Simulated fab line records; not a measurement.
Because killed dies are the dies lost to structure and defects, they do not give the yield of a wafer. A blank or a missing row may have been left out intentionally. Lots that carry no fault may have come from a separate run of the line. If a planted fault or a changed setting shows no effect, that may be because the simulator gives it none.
fab line records :: flow berkeleyCmos170
record:
  lots: 14
  wafers: 42
  lastDay: 12
route steps=331 shown M1@244
lots that met no fault: taken from a fault-free run of the same line
startH: hours from the record's first day to the start of the lot's first wafer shown :: waitH: hours from the lot's prior step to this one :: " unchanged from the row above :: L1.1+2: several wafers, shown together as one row :: - no value, or no start given :: * or withheld: withheld :: < > ~ a bound
route shown NAME@n: NAME is a module with steps in the file, n the number in the route of the first one :: usual: the fault-free wafers' mean and standard deviation :: same: alike in all rows :: chamber/n: place in a boat :: sites: the reading at each site :: _std_site: standard deviation of those values :: _edge_site: inner sites' mean taken away from outer sites' mean :: radiusMm: how far each site lies from the wafer's centre :: mask NAME#n: copy n :: behind: the most recent tool/chamber to have shaped the wafer :: hold: what put the lot on hold/how long, in hours/how the hold closed :: device: the n, p or np transistor that did not switch :: end of line: the same wafers' tests at the end of the route :: a step without rows: its recipe alone :: killed: count of dies lost to structure and defects at first sort (not the wafer's yield) :: map: a wafer's dies, x killed, . not, _ none there
set.NAME: setting as actually run; set.NAME@STEP: the setting as run at that earlier step :: model.NAME: the simulator's own value behind a step, which no gauge read
a sample of lots followed through the steps of the route, with each step as a table and each wafer as a row
services: from which hour (startH, from the record's first day; less than 0 if before it) a tool's chamber was out of use, for how many hours, and why
== steps ==
step: UCB170_M1_EXPOSE_06
recipe:
  maskId: METAL1
  targetCdNm: 700
  na: 0.5
  sigmaOuter: 0.6
  sourceShape: conventional
  doseMj: 21
usual:
  exposureDoseMJCm2: 21.003/0.018
  focusOffsetNm: 0.0/0.49
  reticleTempC: 22.99/0.092
  sigmaOuter: 0.6/0
lot.wafer: L215.2
tool: krfScanner-01
chamber: 0
startH: 149.98
waitH: -
mask: METAL1#0
exposureDoseMJCm2: 20.999
focusOffsetNm: -0.3
reticleTempC: 23.14
sigmaOuter: 0.6

lot.wafer: L215.4
tool: krfScanner-01
chamber: 0
startH: 149.98
waitH: -
mask: METAL1#0
exposureDoseMJCm2: 20.992
focusOffsetNm: -0.6
reticleTempC: 23.19
sigmaOuter: 0.6

lot.wafer: L215.5
tool: krfScanner-01
chamber: 0
startH: 149.98
waitH: -
mask: METAL1#0
exposureDoseMJCm2: 20.983
focusOffsetNm: -0.6
reticleTempC: 23.04
sigmaOuter: 0.6

lot.wafer: L217.1
tool: krfScanner-01
chamber: 0
startH: 165.34
waitH: -
mask: METAL1#0
exposureDoseMJCm2: 20.987
focusOffsetNm: 0.4
reticleTempC: 23.14
sigmaOuter: 0.6

lot.wafer: L217.2
tool: krfScanner-01
chamber: 0
startH: 165.34
waitH: -
mask: METAL1#0
exposureDoseMJCm2: 20.983
focusOffsetNm: -0.7
reticleTempC: 23.08
sigmaOuter: 0.6

lot.wafer: L217.5
tool: krfScanner-01
chamber: 0
startH: 165.34
waitH: -
mask: METAL1#0
exposureDoseMJCm2: 21.022
focusOffsetNm: -0.5
reticleTempC: 23.06
sigmaOuter: 0.6

lot.wafer: L218.1
tool: krfScanner-01
chamber: 0
startH: 165.58
waitH: -
mask: METAL1#0
exposureDoseMJCm2: 20.990
focusOffsetNm: 0.1
reticleTempC: 22.99
sigmaOuter: 0.6

lot.wafer: L218.4
tool: krfScanner-01
chamber: 0
startH: 165.58
waitH: -
mask: METAL1#0
exposureDoseMJCm2: 21.008
focusOffsetNm: -0.8
reticleTempC: 23.02
sigmaOuter: 0.6

lot.wafer: L218.5
tool: krfScanner-01
chamber: 0
startH: 165.58
waitH: -
mask: METAL1#0
exposureDoseMJCm2: 21.020
focusOffsetNm: -0.2
reticleTempC: 23.13
sigmaOuter: 0.6

lot.wafer: L219.1
tool: krfScanner-01
chamber: 0
startH: 167.54
waitH: -
mask: METAL1#0
exposureDoseMJCm2: 21.026
focusOffsetNm: 1.2
reticleTempC: 22.97
sigmaOuter: 0.6

lot.wafer: L219.4
tool: krfScanner-01
chamber: 0
startH: 167.54
waitH: -
mask: METAL1#0
exposureDoseMJCm2: 20.986
focusOffsetNm: 0.9
reticleTempC: 22.98
sigmaOuter: 0.6

lot.wafer: L219.6
tool: krfScanner-01
chamber: 0
startH: 167.54
waitH: -
mask: METAL1#0
exposureDoseMJCm2: 21.016
focusOffsetNm: 0.4
reticleTempC: 22.87
sigmaOuter: 0.6

lot.wafer: L220.2
tool: krfScanner-01
chamber: 0
startH: 184.44
waitH: -
mask: METAL1#0
exposureDoseMJCm2: 21.001
focusOffsetNm: -0.1
reticleTempC: 23.04
sigmaOuter: 0.6

lot.wafer: L220.4
tool: krfScanner-01
chamber: 0
startH: 184.44
waitH: -
mask: METAL1#0
exposureDoseMJCm2: 21.015
focusOffsetNm: -0.1
reticleTempC: 23.15
sigmaOuter: 0.6

lot.wafer: L220.5
tool: krfScanner-01
chamber: 0
startH: 184.44
waitH: -
mask: METAL1#0
exposureDoseMJCm2: 20.992
focusOffsetNm: 0.7
reticleTempC: 22.99
sigmaOuter: 0.6

lot.wafer: L224.2
tool: krfScanner-01
chamber: -
startH: 190.13
waitH: -
mask: METAL1#0
exposureDoseMJCm2: -
focusOffsetNm: -
reticleTempC: -
sigmaOuter: -

lot.wafer: L224.3
tool: krfScanner-01
chamber: -
startH: 190.13
waitH: -
mask: METAL1#0
exposureDoseMJCm2: -
focusOffsetNm: -
reticleTempC: -
sigmaOuter: -

lot.wafer: L224.4
tool: krfScanner-01
chamber: -
startH: 190.13
waitH: -
mask: METAL1#0
exposureDoseMJCm2: -
focusOffsetNm: -
reticleTempC: -
sigmaOuter: -

lot.wafer: L223.2
tool: krfScanner-02
chamber: -
startH: 190.49
waitH: -
mask: METAL1#0
exposureDoseMJCm2: -
focusOffsetNm: -
reticleTempC: -
sigmaOuter: -

lot.wafer: L223.5
tool: krfScanner-02
chamber: -
startH: 190.49
waitH: -
mask: METAL1#0
exposureDoseMJCm2: -
focusOffsetNm: -
reticleTempC: -
sigmaOuter: -

lot.wafer: L223.6
tool: krfScanner-02
chamber: -
startH: 190.49
waitH: -
mask: METAL1#0
exposureDoseMJCm2: -
focusOffsetNm: -
reticleTempC: -
sigmaOuter: -

lot.wafer: L222.1
tool: krfScanner-01
chamber: 0
startH: 193.00
waitH: -
mask: METAL1#0
exposureDoseMJCm2: 20.991
focusOffsetNm: 0.0
reticleTempC: 23.03
sigmaOuter: 0.6

lot.wafer: L222.2
tool: krfScanner-01
chamber: 0
startH: 193.00
waitH: -
mask: METAL1#0
exposureDoseMJCm2: 20.986
focusOffsetNm: -0.3
reticleTempC: 22.89
sigmaOuter: 0.6

lot.wafer: L222.4
tool: krfScanner-01
chamber: 0
startH: 193.00
waitH: -
mask: METAL1#0
exposureDoseMJCm2: 20.989
focusOffsetNm: 0.3
reticleTempC: 23.09
sigmaOuter: 0.6

lot.wafer: L230.4
tool: krfScanner-01
chamber: 0
startH: 219.78
waitH: -
mask: METAL1#0
exposureDoseMJCm2: 21.003
focusOffsetNm: -0.1
reticleTempC: 22.84
sigmaOuter: 0.6

lot.wafer: L230.5
tool: krfScanner-01
chamber: 0
startH: 219.78
waitH: -
mask: METAL1#0
exposureDoseMJCm2: 20.995
focusOffsetNm: -0.2
reticleTempC: 22.90
sigmaOuter: 0.6

lot.wafer: L230.6
tool: krfScanner-01
chamber: 0
startH: 219.78
waitH: -
mask: METAL1#0
exposureDoseMJCm2: 21.002
focusOffsetNm: -0.4
reticleTempC: 22.91
sigmaOuter: 0.6

lot.wafer: L232.1
tool: krfScanner-01
chamber: 0
startH: 227.90
waitH: -
mask: METAL1#0
exposureDoseMJCm2: 20.985
focusOffsetNm: -0.1
reticleTempC: 22.89
sigmaOuter: 0.6

lot.wafer: L232.2
tool: krfScanner-01
chamber: 0
startH: 227.90
waitH: -
mask: METAL1#0
exposureDoseMJCm2: 20.999
focusOffsetNm: 0.7
reticleTempC: 22.97
sigmaOuter: 0.6

lot.wafer: L232.5
tool: krfScanner-01
chamber: 0
startH: 227.90
waitH: -
mask: METAL1#0
exposureDoseMJCm2: 20.972
focusOffsetNm: -0.1
reticleTempC: 23.00
sigmaOuter: 0.6

lot.wafer: L231.2
tool: krfScanner-02
chamber: 0
startH: 228.48
waitH: -
mask: METAL1#0
exposureDoseMJCm2: 21.027
focusOffsetNm: -0.2
reticleTempC: 23.08
sigmaOuter: 0.6

lot.wafer: L231.4
tool: krfScanner-02
chamber: 0
startH: 228.48
waitH: -
mask: METAL1#0
exposureDoseMJCm2: 20.980
focusOffsetNm: 0.9
reticleTempC: 23.16
sigmaOuter: 0.6

lot.wafer: L231.5
tool: krfScanner-02
chamber: 0
startH: 228.48
waitH: -
mask: METAL1#0
exposureDoseMJCm2: 20.979
focusOffsetNm: 0.3
reticleTempC: 22.96
sigmaOuter: 0.6

lot.wafer: L233.1
tool: krfScanner-01
chamber: 0
startH: 241.39
waitH: -
mask: METAL1#0
exposureDoseMJCm2: 21.032
focusOffsetNm: 0.1
reticleTempC: 22.95
sigmaOuter: 0.6

lot.wafer: L233.3
tool: krfScanner-01
chamber: 0
startH: 241.39
waitH: -
mask: METAL1#0
exposureDoseMJCm2: 21.007
focusOffsetNm: 0.4
reticleTempC: 22.89
sigmaOuter: 0.6

lot.wafer: L233.4
tool: krfScanner-01
chamber: 0
startH: 241.39
waitH: -
mask: METAL1#0
exposureDoseMJCm2: 21.031
focusOffsetNm: 0.4
reticleTempC: 23.01
sigmaOuter: 0.6

lot.wafer: L235.1
tool: krfScanner-01
chamber: 0
startH: 242.36
waitH: -
mask: METAL1#0
exposureDoseMJCm2: 21.024
focusOffsetNm: 0.1
reticleTempC: 22.96
sigmaOuter: 0.6

lot.wafer: L235.2
tool: krfScanner-01
chamber: 0
startH: 242.36
waitH: -
mask: METAL1#0
exposureDoseMJCm2: 21.012
focusOffsetNm: 0.1
reticleTempC: 23.01
sigmaOuter: 0.6

lot.wafer: L235.5
tool: krfScanner-01
chamber: 0
startH: 242.36
waitH: -
mask: METAL1#0
exposureDoseMJCm2: 21.056
focusOffsetNm: 0.4
reticleTempC: 22.88
sigmaOuter: 0.6

lot.wafer: L237.1
tool: krfScanner-01
chamber: 0
startH: 257.54
waitH: -
mask: METAL1#0
exposureDoseMJCm2: 21.019
focusOffsetNm: 0.3
reticleTempC: 22.90
sigmaOuter: 0.6

lot.wafer: L237.3
tool: krfScanner-01
chamber: 0
startH: 257.54
waitH: -
mask: METAL1#0
exposureDoseMJCm2: 21.010
focusOffsetNm: 0.0
reticleTempC: 22.91
sigmaOuter: 0.6

lot.wafer: L237.6
tool: krfScanner-01
chamber: 0
startH: 257.54
waitH: -
mask: METAL1#0
exposureDoseMJCm2: 21.028
focusOffsetNm: -0.4
reticleTempC: 22.90
sigmaOuter: 0.6
== services ==
tool: krfScanner-01
chamber: -
startH: 166.21
hours: 0.8
kind: pm

tool: krfScanner-01
chamber: -
startH: 179.62
hours: 1.0
kind: pm

tool: krfScanner-02
chamber: -
startH: 197.13
hours: 0.8
kind: pm

tool: krfScanner-02
chamber: -
startH: 210.38
hours: 2.2
kind: repair

tool: krfScanner-01
chamber: -
startH: 225.76
hours: 1.3
kind: pm

tool: krfScanner-02
chamber: -
startH: 227.06
hours: 1.0
kind: pm
== key ==
firstSign:
  step: UCB170_M1_EXPOSE_06
  reading: toolRecord
  direction: missing
effect none on later readings
metAt UCB170_M1_EXPOSE_06
struckLots L223,L224
laterRowsLeftOut L223.2,L223.5,L223.6,L224.2,L224.3,L224.4
sortLeftOut L223.2,L223.5,L223.6,L224.2,L224.3,L224.4
onsetBetween 184.44 190.13
fault:
  kind: skippedStepWhole
  tool: krfScanner-01,krfScanner-02
  chamber: -
  onsetH: 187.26
  steps: UCB170_M1_EXPOSE_06
  scope: struckLotsOnly
sortLeftOut: the simulated sort isn't trusted on such a fault, so these wafers' sort isn't shown, and their yield isn't known
laterRowsLeftOut: the simulator's readings of these wafers behind a module that went badly wrong aren't trusted and aren't shown, but for the sort
